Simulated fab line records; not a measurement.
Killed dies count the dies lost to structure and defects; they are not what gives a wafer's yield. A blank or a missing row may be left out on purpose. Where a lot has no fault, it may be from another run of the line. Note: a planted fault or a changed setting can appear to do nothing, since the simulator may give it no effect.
Lot-split experiment    flow berkeley cmos170    route with 331 steps; 5 lots, 23 wafers read

== ABOUT THE SPLIT ==
At UCB170_PVT_COAT_01 (resist thk 900 nm), the setting resist thk nm was moved away from the recipe's 900 nm on 10 of the 23 wafers read, by -1.7% to +2.9%. All remaining wafers had this setting at the recipe value.

The reading is taken at the split's own step.

== THE READING ==
KrF_of_PVT_COAT_01.thk nm (the simulator's own value, which no gauge read), in nm, at UCB170_PVT_COAT_01 (resist thk 900 nm). The file gives no usual value for it. Here, 13 wafers ran the recipe; their average is 898.6 nm with a standard deviation of 2.7 nm.

wafer   tool, chamber at the split  resist thk nm as run, nm  against the recipe  KrF_of_PVT_COAT_01.thk nm, nm  against lot-mates on the recipe
L077.1  litho track-02, 0           900                       recipe              899.6                          -
L077.2  litho track-02, 0           900                       recipe              896.3                          -
L077.4  litho track-02, 0           900                       recipe              902.6                          -
L084.1  litho track-02, 0           885                       -1.7%               880.7                          -12.8
L084.2  litho track-02, 0           885                       -1.7%               879.3                          -14.2
L084.4  litho track-02, 0           885                       -1.7%               882.6                          -10.9
L084.5  litho track-02, 0           900                       recipe              892.3                          -
L084.6  litho track-02, 0           900                       recipe              894.7                          -
L080.2  litho track-01, 0           900                       recipe              897.3                          -
L080.3  litho track-01, 0           915.3                     +1.7%               916                            +17.5
L080.4  litho track-01, 0           900                       recipe              899.4                          -
L080.5  litho track-01, 0           900                       recipe              898.7                          -
L080.6  litho track-01, 0           915.3                     +1.7%               912.5                          +14.0
L083.1  litho track-01, 0           900                       recipe              901.2                          -
L083.2  litho track-01, 0           925.7                     +2.9%               924.8                          +23.5
L083.3  litho track-01, 0           925.7                     +2.9%               928.3                          +27.0
L083.5  litho track-01, 0           925.7                     +2.9%               924.6                          +23.3
L083.6  litho track-01, 0           900                       recipe              901.4                          -
L082.1  litho track-01, 0           924.2                     +2.7%               922.5                          +23.1
L082.2  litho track-01, 0           900                       recipe              900.2                          -
L082.4  litho track-01, 0           924.2                     +2.7%               924.5                          +25.1
L082.5  litho track-01, 0           900                       recipe              899.1                          -
L082.6  litho track-01, 0           900                       recipe              898.9                          -

FIT RESULTS
A straight line over all 23 wafers: KrF_of_PVT_COAT_01.thk nm changes by +9.71 nm for each +1% of resist thk nm; r = +0.99; the points scatter about the line by 2.5 nm.
The same after taking each lot's own level away (the mean of its wafers on the recipe; 23 wafers): +8.51 nm for each +1%; r = +0.99; scatter 1.7 nm.
Per that fit: largest resist thk nm move, reading shift of 24 nm.
Across the lots, their own levels run from 893.50 to 901.30 nm, a range of 2.9 times the standard deviation given above.
In other words, the slope is changed by the lot-to-lot level; the two fits disagree.
Check: +25 nm against its lot-mates is what the line predicts for one of the wafers moved furthest among these (+2.9%) when that wafer is left out of the fit. Against them it came out at +23.5 nm.

== ADDITIONAL SPLITS CARRIED BY THESE WAFERS ==
Before the reading, these wafers also passed through other splits. Each is held against what the fit with the lots' levels taken away leaves over:
other split on the same wafers      wafers away from the commonest value  r with KrF_of_PVT_COAT_01.thk nm (lot level and that fit taken away)
UCB170_START_OXIDATION_02 temp c    10                                    +0.07
UCB170_NWELL_CVD_04 time s          10                                    +0.09
UCB170_NWELL_EXPOSE_09 dose mj      6                                     +0.03
UCB170_PWELL_IMPLANT_15 energy kev  7                                     -0.18
UCB170_ACTIVE_EXPOSE_10 dose mj     9                                     -0.04
UCB170_ACTIVE_PEB_11 peb temp c     5                                     +0.01
UCB170_PFIELD_COAT_01 spin rpm      5                                     +0.12
UCB170_PFIELD_SOFTBAKE_02 time s    4                                     +0.18

== THE WHOLE CHAIN: every reading that the file lists as answering this split, in the file's order ==
step                 what it does       reading                                                                     change (the file's fit)               r (the file's)
UCB170_PVT_COAT_01   resist thk 900 nm  KrF_of_PVT_COAT_01.thk nm (the simulator's own value, which no gauge read)  +8.69 nm for each +1% of the setting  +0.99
UCB170_PVT_STRIP_08  strips in O2       strip time to endpoint s                                                    withheld for each +1% of the setting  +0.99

== FILE'S OWN FIT ==
KrF_of_PVT_COAT_01.thk nm changes by +8.69 nm for each +1% of resist thk nm, r = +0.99.
